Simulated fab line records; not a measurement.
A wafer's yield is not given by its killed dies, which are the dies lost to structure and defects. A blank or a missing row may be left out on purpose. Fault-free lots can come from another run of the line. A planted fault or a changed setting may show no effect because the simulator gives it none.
Which tool did it? / flow ritCmos / 14 lots with 42 wafers sampled at 5 steps, on a route of 202 steps

## WHAT EACH GAUGE READ, for each wafer
RIT_NRETRO_TW_MEAS_10. Usual: NRETRO_TW 1055, standard deviation 7.4.
lot=L382; measured=day 2 05:25; on=filmMetro-02; NRETRO_TW=1052 1047 1046; flag=
lot=L383; measured=day 2 11:37; on=filmMetro-03; NRETRO_TW=1062 1063 1062; flag=
lot=L384; measured=day 2 16:16; on=filmMetro-04; NRETRO_TW=1057 1055 1064; flag=
lot=L387; measured=day 3 06:28; on=filmMetro-04; NRETRO_TW=1057 1059 1054; flag=
lot=L388; measured=day 3 11:57; on=filmMetro-03; NRETRO_TW=1072 1065 1069; flag=
lot=L389; measured=day 3 16:26; on=filmMetro-04; NRETRO_TW=1049 1052 1058; flag=
lot=L390; measured=day 3 22:05; on=filmMetro-03; NRETRO_TW=1067 1066 1071; flag=
lot=L392; measured=day 4 08:40; on=filmMetro-02; NRETRO_TW=1054 1053 1053; flag=
lot=L393; measured=day 4 13:12; on=filmMetro-02; NRETRO_TW=1051 1049 1057; flag=
lot=L394; measured=day 4 17:44; on=filmMetro-02; NRETRO_TW=869 869 865; flag=OFF
lot=L395; measured=day 4 23:00; on=filmMetro-02; NRETRO_TW=867 872 873; flag=OFF
lot=L402; measured=day 6 09:43; on=filmMetro-02; NRETRO_TW=1054 1053 1048; flag=
lot=L403; measured=day 6 15:52; on=filmMetro-04; NRETRO_TW=1064 1061 1059; flag=
lot=L405; measured=day 7 02:06; on=filmMetro-03; NRETRO_TW=1064 1063 1064; flag=

RIT_NSD_OVL_MEAS_06. Usual: NSD_OVL -0.7 nm, standard deviation 1.6.
lot=L382; measured=day 2 23:02; on=overlay-01; NSD_OVL (nm)=-3.4 -2.7 -2.4; flag=
lot=L383; measured=day 3 04:49; on=overlay-02; NSD_OVL (nm)=3.3 0.3 0.6; flag=
lot=L384; measured=day 3 08:38; on=overlay-02; NSD_OVL (nm)=1.6 0.4 0.4; flag=
lot=L387; measured=day 4 00:28; on=overlay-02; NSD_OVL (nm)=-2.9 -2.8 -2.3; flag=
lot=L388; measured=day 4 06:09; on=overlay-01; NSD_OVL (nm)=-2.0 -3.8 -3.1; flag=
lot=L389; measured=day 4 09:38; on=overlay-02; NSD_OVL (nm)=-1.5 -0.6 -1.0; flag=
lot=L390; measured=day 4 14:26; on=overlay-02; NSD_OVL (nm)=0.1 1.7 0.6; flag=
lot=L392; measured=day 5 01:43; on=overlay-02; NSD_OVL (nm)=3.5 3.7 2.3; flag=
lot=L393; measured=day 5 05:38; on=overlay-02; NSD_OVL (nm)=-0.5 -0.3 -1.1; flag=
lot=L394; measured=day 5 10:35; on=overlay-02; NSD_OVL (nm)=0.6 1.0 1.1; flag=
lot=L395; measured=day 5 17:02; on=overlay-01; NSD_OVL (nm)=-3.5 -2.8 -1.4; flag=
lot=L402; measured=day 7 02:46; on=overlay-01; NSD_OVL (nm)=0.1 -0.6 -0.7; flag=
lot=L403; measured=day 7 08:29; on=overlay-02; NSD_OVL (nm)=-0.6 0.4 -0.5; flag=
lot=L405; measured=day 7 22:49; on=overlay-01; NSD_OVL (nm)=-2.5 -3.0 -2.4; flag=

RIT_CONTACT_CD_MEAS_90: target cd 1000 nm. Usual: cdNm 999.2 nm, standard deviation 2.2.
lot=L382; measured=day 3 04:13; on=cdSem-02; cdNm (nm)=999.0 999.3 1000.3; flag=
lot=L383; measured=day 3 10:01; on=cdSem-01; cdNm (nm)=999.0 997.1 997.4; flag=
lot=L384; measured=day 3 14:02; on=cdSem-01; cdNm (nm)=999.6 998.4 998.6; flag=
lot=L387; measured=day 4 05:48; on=cdSem-01; cdNm (nm)=1001.3 999.9 999.9; flag=
lot=L388; measured=day 4 11:35; on=cdSem-01; cdNm (nm)=996.9 997.0 995.5; flag=
lot=L389; measured=day 4 14:55; on=cdSem-01; cdNm (nm)=1001.0 1001.5 1001.6; flag=
lot=L390; measured=day 4 19:52; on=cdSem-02; cdNm (nm)=999.6 997.1 1000.0; flag=
lot=L392; measured=day 5 07:01; on=cdSem-02; cdNm (nm)=1000.7 1002.6 1000.7; flag=
lot=L393; measured=day 5 10:59; on=cdSem-01; cdNm (nm)=1000.2 999.6 997.8; flag=
lot=L394; measured=day 5 16:01; on=cdSem-01; cdNm (nm)=1001.7 1001.7 1002.8; flag=
lot=L395; measured=day 5 22:20; on=cdSem-01; cdNm (nm)=995.6 996.5 995.8; flag=
lot=L402; measured=day 7 08:11; on=cdSem-01; cdNm (nm)=999.8 1000.6 1000.5; flag=
lot=L403; measured=day 7 13:46; on=cdSem-02; cdNm (nm)=998.1 999.7 999.8; flag=
lot=L405; measured=day 8 04:08; on=cdSem-02; cdNm (nm)=999.5 999.3 1001.4; flag=

## WHAT TOOL EACH LOT RAN ON (gives the tool, then ch and the chambers of the sampled wafers, and finally the start)
lot=L382; RIT_NRETRO_IMPLANT_08=implanter-02 ch 0, day 2 05:07; RIT_NRETRO_STRIP_09=plasmaAsher-02 ch 0,1, day 2 05:14
lot=L383; RIT_NRETRO_IMPLANT_08=implanter-03 ch 0, day 2 11:19; RIT_NRETRO_STRIP_09=plasmaAsher-01 ch 0,1, day 2 11:29
lot=L384; RIT_NRETRO_IMPLANT_08=implanter-03 ch 0, day 2 15:56; RIT_NRETRO_STRIP_09=plasmaAsher-02 ch 0,1, day 2 16:05
lot=L387; RIT_NRETRO_IMPLANT_08=implanter-01 ch 0, day 3 06:09; RIT_NRETRO_STRIP_09=plasmaAsher-01 ch 0,1, day 3 06:18
lot=L388; RIT_NRETRO_IMPLANT_08=implanter-01 ch 0, day 3 11:37; RIT_NRETRO_STRIP_09=plasmaAsher-03 ch 0,1, day 3 11:46
lot=L389; RIT_NRETRO_IMPLANT_08=implanter-01 ch 0, day 3 16:07; RIT_NRETRO_STRIP_09=plasmaAsher-01 ch 0,1, day 3 16:16
lot=L390; RIT_NRETRO_IMPLANT_08=implanter-01 ch 0, day 3 21:47; RIT_NRETRO_STRIP_09=plasmaAsher-03 ch 1, day 3 21:54
lot=L392; RIT_NRETRO_IMPLANT_08=implanter-02 ch 0, day 4 08:20; RIT_NRETRO_STRIP_09=plasmaAsher-02 ch 0,1, day 4 08:29
lot=L393; RIT_NRETRO_IMPLANT_08=implanter-02 ch 0, day 4 12:52; RIT_NRETRO_STRIP_09=plasmaAsher-01 ch 0,1, day 4 13:01
lot=L394; RIT_NRETRO_IMPLANT_08=implanter-02 ch 0, day 4 17:25; RIT_NRETRO_STRIP_09=plasmaAsher-01 ch 0, day 4 17:32
lot=L395; RIT_NRETRO_IMPLANT_08=implanter-02 ch 0, day 4 22:41; RIT_NRETRO_STRIP_09=plasmaAsher-01 ch 0,1, day 4 22:50
lot=L402; RIT_NRETRO_IMPLANT_08=implanter-03 ch 0, day 6 09:24; RIT_NRETRO_STRIP_09=plasmaAsher-02 ch 0,1, day 6 09:33
lot=L403; RIT_NRETRO_IMPLANT_08=implanter-03 ch 0, day 6 15:33; RIT_NRETRO_STRIP_09=plasmaAsher-02 ch 0,1, day 6 15:42
lot=L405; RIT_NRETRO_IMPLANT_08=implanter-01 ch 0, day 7 01:48; RIT_NRETRO_STRIP_09=plasmaAsher-03 ch 0,1, day 7 01:58
- RIT_NRETRO_IMPLANT_08
- RIT_NRETRO_STRIP_09: strips in O2, time 180 s.

## WHAT THE TOOLS THEMSELVES READ (means of the sampled wafers that have a number; where no wafer has one, the mark that the record gives instead)
RIT_NRETRO_IMPLANT_08. Usual: doseIonsCm2 1.0001e+13, standard deviation 1.1e+10; faradayCurrentUA 31.8, standard deviation 0.58.
lot=L382 tool=implanter-02 doseIonsCm2=1.0008e+13 faradayCurrentUA=31.1 flag=
lot=L383 tool=implanter-03 doseIonsCm2=1.0008e+13 faradayCurrentUA=32.2 flag=
lot=L384 tool=implanter-03 doseIonsCm2=1.0017e+13 faradayCurrentUA=31.9 flag=
lot=L387 tool=implanter-01 doseIonsCm2=1.0010e+13 faradayCurrentUA=31.3 flag=
lot=L388 tool=implanter-01 doseIonsCm2=1.0007e+13 faradayCurrentUA=31.4 flag=
lot=L389 tool=implanter-01 doseIonsCm2=9.9850e+12 faradayCurrentUA=31.8 flag=
lot=L390 tool=implanter-01 doseIonsCm2=9.9877e+12 faradayCurrentUA=31.7 flag=
lot=L392 tool=implanter-02 doseIonsCm2=1.0009e+13 faradayCurrentUA=32.0 flag=
lot=L393 tool=implanter-02 doseIonsCm2=1.0012e+13 faradayCurrentUA=32.3 flag=
lot=L394 tool=implanter-02 doseIonsCm2=5.4963e+12 faradayCurrentUA=17.6 flag=OFF
lot=L395 tool=implanter-02 doseIonsCm2=5.4843e+12 faradayCurrentUA=17.9 flag=OFF
lot=L402 tool=implanter-03 doseIonsCm2=9.9990e+12 faradayCurrentUA=32.6 flag=
lot=L403 tool=implanter-03 doseIonsCm2=1.0002e+13 faradayCurrentUA=31.9 flag=
lot=L405 tool=implanter-01 doseIonsCm2=9.9957e+12 faradayCurrentUA=31.7 flag=

RIT_NRETRO_STRIP_09. Usual: drypumpMotorCurrentA 5.5 A, standard deviation 0.54; o2FlowSccm 4000 sccm, standard deviation 12; rfReflPowerW 5.6 W, standard deviation 0.78.
lot=L382; tool=plasmaAsher-02; drypumpMotorCurrentA (A)=5.0; o2FlowSccm (sccm)=4007; rfReflPowerW (W)=5.4; flag=
lot=L383; tool=plasmaAsher-01; drypumpMotorCurrentA (A)=5.6; o2FlowSccm (sccm)=3993; rfReflPowerW (W)=5.6; flag=
lot=L384; tool=plasmaAsher-02; drypumpMotorCurrentA (A)=5.0; o2FlowSccm (sccm)=3998; rfReflPowerW (W)=5.5; flag=
lot=L387; tool=plasmaAsher-01; drypumpMotorCurrentA (A)=6.0; o2FlowSccm (sccm)=4001; rfReflPowerW (W)=6.0; flag=
lot=L388; tool=plasmaAsher-03; drypumpMotorCurrentA (A)=6.0; o2FlowSccm (sccm)=4008; rfReflPowerW (W)=5.3; flag=
lot=L389; tool=plasmaAsher-01; drypumpMotorCurrentA (A)=5.6; o2FlowSccm (sccm)=4005; rfReflPowerW (W)=5.5; flag=
lot=L390; tool=plasmaAsher-03; drypumpMotorCurrentA (A)=6.1; o2FlowSccm (sccm)=3994; rfReflPowerW (W)=4.8; flag=
lot=L392; tool=plasmaAsher-02; drypumpMotorCurrentA (A)=5.0; o2FlowSccm (sccm)=4015; rfReflPowerW (W)=5.3; flag=
lot=L393; tool=plasmaAsher-01; drypumpMotorCurrentA (A)=5.6; o2FlowSccm (sccm)=4014; rfReflPowerW (W)=5.6; flag=
lot=L394; tool=plasmaAsher-01; drypumpMotorCurrentA (A)=6.4; o2FlowSccm (sccm)=3997; rfReflPowerW (W)=6.4; flag=
lot=L395; tool=plasmaAsher-01; drypumpMotorCurrentA (A)=6.0; o2FlowSccm (sccm)=3997; rfReflPowerW (W)=6.1; flag=
lot=L402; tool=plasmaAsher-02; drypumpMotorCurrentA (A)=5.0; o2FlowSccm (sccm)=3992; rfReflPowerW (W)=5.4; flag=
lot=L403; tool=plasmaAsher-02; drypumpMotorCurrentA (A)=5.0; o2FlowSccm (sccm)=4001; rfReflPowerW (W)=5.3; flag=
lot=L405; tool=plasmaAsher-03; drypumpMotorCurrentA (A)=6.0; o2FlowSccm (sccm)=4012; rfReflPowerW (W)=5.4; flag=

## THE ANSWER, worked out from the rows above alone
Rule: take the mean of a lot's wafers that have a number; if it is more than 3 standard deviations from the usual mean, the lot is off. Also off: a lot with no number at a reading for which 4 or more lots have one. All remaining lots with rows at the step are treated as sound. First the gauges in route order, then the tools' own readings, where a lot's mean is used as printed above. At the first step where some lot is off, the reading lying furthest off is the one used; lots without a number count as furthest.
Off: at RIT_NRETRO_TW_MEAS_10 (NRETRO_TW), L394, L395.
If a tool, at a process step before that reading, ran all the lots that are off and no sound lot after the first of them, it fits. The gauges at RIT_NRETRO_TW_MEAS_10 aren't tried: what is off there is off at RIT_NRETRO_IMPLANT_08 too, on other tools, and a gauge's error can't cause that. Undecided on this evidence; 2 tools fit (implanter-02 at RIT_NRETRO_IMPLANT_08, plasmaAsher-01 at RIT_NRETRO_STRIP_09).

## WHAT THE SIMULATOR PUT IN
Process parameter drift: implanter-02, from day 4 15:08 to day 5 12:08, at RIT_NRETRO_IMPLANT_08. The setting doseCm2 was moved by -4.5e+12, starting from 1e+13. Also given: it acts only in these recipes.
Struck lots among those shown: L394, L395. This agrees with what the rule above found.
